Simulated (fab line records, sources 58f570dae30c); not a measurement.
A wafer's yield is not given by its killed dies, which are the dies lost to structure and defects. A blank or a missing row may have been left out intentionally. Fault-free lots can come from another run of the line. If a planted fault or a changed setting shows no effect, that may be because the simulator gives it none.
Check for tools in common    flow berkeleyCmos170    13 lots, 39 wafers sampled

== WHY THIS WAS OPENED ==
At UCB170_V2_CD_MEAS_12 the reading cdNm is flagged on 2 of 13 lots. Fault-free wafers read 700.1 nm, with a standard deviation of 1.2.
Rule: a lot gets a flag if all its wafers with a number sit over 4 standard deviations from that mean, or if no wafer of it has a number. As for the other lots, they are considered sound.

lot   measured      on        cdNm (nm), wafer by wafer  flag
L317  day 7 16:02   cdSem-01  700.9 700.1 700.0          
L316  day 7 16:27   cdSem-01  699.7 700.4 699.5          
L315  day 7 16:39   cdSem-01  698.8 698.8 697.5          
L318  day 8 16:33   cdSem-02  702.0 702.6 701.3          
L322  day 9 12:09   cdSem-02  692.1 691.4 690.5          FLAGGED
L324  day 10 09:20  cdSem-02  689.1 688.3 688.4          FLAGGED
L327  day 10 10:05  cdSem-01  701.1 699.6 699.6          
L329  day 10 15:10  cdSem-02  700.8 700.6 700.8          
L333  day 11 12:04  cdSem-02  699.9 698.7 699.9          
L332  day 11 12:11  cdSem-01  700.1 700.4 700.6          
L330  day 11 12:27  cdSem-01  702.5 701.5 702.4          
L337  day 12 01:38  cdSem-01  701.1 702.4 701.0          
L334  day 12 05:31  cdSem-01  698.2 699.4 699.0          
The numbers of the flagged lots are 690.0 nm on average: -10.1 nm against the usual, or -8 standard deviations.

== EACH LOT AND THE TOOL IT RAN ON ==
Before the reading, the record contains 3 process steps out of a 331-step route. Every cell lists first the tool, next ch and the chambers used by the sampled wafers, and last the start.
lot   flag     UCB170_M2_SPUTTER_01         UCB170_M2_STRIP_19                   UCB170_V2_SOFTBAKE_08
L317           pvdSputter-04, day 7 11:17   plasmaAsher-01 ch 0,1, day 7 13:59   lithoTrack-03 ch 0, day 7 15:30
L316           pvdSputter-03, day 7 11:31   plasmaAsher-02 ch 0,1, day 7 14:08   lithoTrack-01 ch 0, day 7 15:47
L315           pvdSputter-02, day 7 11:46   plasmaAsher-03 ch 0, day 7 14:13     lithoTrack-02 ch 0, day 7 15:49
L318           pvdSputter-02, day 8 11:22   plasmaAsher-03 ch 0,1, day 8 14:23   lithoTrack-01 ch 0, day 8 16:01
L322  FLAGGED  pvdSputter-03, day 9 07:16   plasmaAsher-01 ch 0,1, day 9 09:45   lithoTrack-01 ch 0, day 9 11:29
L324  FLAGGED  pvdSputter-02, day 10 02:44  plasmaAsher-02 ch 0,1, day 10 06:17  lithoTrack-01 ch 0, day 10 08:13
L327           pvdSputter-04, day 10 03:06  plasmaAsher-02 ch 0,1, day 10 07:10  lithoTrack-02 ch 0, day 10 08:56
L329           pvdSputter-04, day 10 06:28  plasmaAsher-02 ch 0, day 10 10:20    lithoTrack-03 ch 0, day 10 13:49
L333           pvdSputter-03, day 11 07:23  plasmaAsher-02 ch 0,1, day 11 09:58  lithoTrack-03 ch 0, day 11 11:22
L332           pvdSputter-04, day 11 07:38  plasmaAsher-03 ch 0, day 11 10:14    lithoTrack-02 ch 0, day 11 11:39
L330           pvdSputter-02, day 11 07:52  plasmaAsher-01 ch 0,1, day 11 10:25  lithoTrack-03 ch 0, day 11 11:49
L337           pvdSputter-03, day 11 18:21  plasmaAsher-02 ch 0, day 11 23:08    lithoTrack-03 ch 0, day 12 00:58
L334           pvdSputter-03, day 12 00:02  plasmaAsher-03 ch 0,1, day 12 02:42  lithoTrack-03 ch 0, day 12 04:41
What is done by these steps:
- UCB170_M2_SPUTTER_01: material Al, target thk 900 nm, time 120 s.
- UCB170_M2_STRIP_19: strips in O2.
- UCB170_V2_SOFTBAKE_08: time 60 s.
- UCB170_V2_CD_MEAS_12: target cd 700 nm.

== FLAGGED AGAINST TOTAL, ONE TOOL AT A TIME (gauges that did the reading follow at the end) ==
step                   tool            lots run  flagged  share of the flagged lots  sound lots run after its first flagged lot
UCB170_M2_SPUTTER_01   pvdSputter-02   4         1        some                       1 (L330)
UCB170_M2_SPUTTER_01   pvdSputter-03   5         1        some                       3 (L333,L337,L334)
UCB170_M2_SPUTTER_01   pvdSputter-04   4         0        none                       -
UCB170_M2_STRIP_19     plasmaAsher-01  3         1        some                       1 (L330)
UCB170_M2_STRIP_19     plasmaAsher-02  6         1        some                       4 (L327,L329,L333,L337)
UCB170_M2_STRIP_19     plasmaAsher-03  4         0        none                       -
UCB170_V2_SOFTBAKE_08  lithoTrack-01   4         2        all                        0
UCB170_V2_SOFTBAKE_08  lithoTrack-02   3         0        none                       -
UCB170_V2_SOFTBAKE_08  lithoTrack-03   6         0        none                       -
UCB170_V2_CD_MEAS_12   cdSem-01        8         0        none                       -
UCB170_V2_CD_MEAS_12   cdSem-02        5         2        all                        2 (L329,L333)

== THE TABLE: WHAT IT ALLOWS ==
Every flagged lot went through 2 rows of the table: lithoTrack-01 at UCB170_V2_SOFTBAKE_08 and cdSem-02 at UCB170_V2_CD_MEAS_12.
- lithoTrack-01 at UCB170_V2_SOFTBAKE_08 ran 4 lots, 2 of them flagged. It ran its last sound lot, L318, at day 8 16:01 and its first flagged lot, L322, at day 9 11:29: a fault with its onset between the two fits. Its own readings (heaterPowerTotalW, runLengthS) fall more than 4 standard deviations out on all wafers of the flagged lots.
- cdSem-02 at UCB170_V2_CD_MEAS_12 ran 5 lots, 2 of them flagged. Lots that were sound ran on it after the first flagged one (L329, L333); a persistent fault on the entire tool would not allow that.
One tool is left: lithoTrack-01 at UCB170_V2_SOFTBAKE_08.

== WHAT THE SIMULATOR HAD INSERTED ==
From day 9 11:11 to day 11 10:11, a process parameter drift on lithoTrack-01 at UCB170_V2_SOFTBAKE_08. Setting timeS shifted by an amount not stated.
Struck lots among those shown: L322, L324. The rule given above showed the same thing.
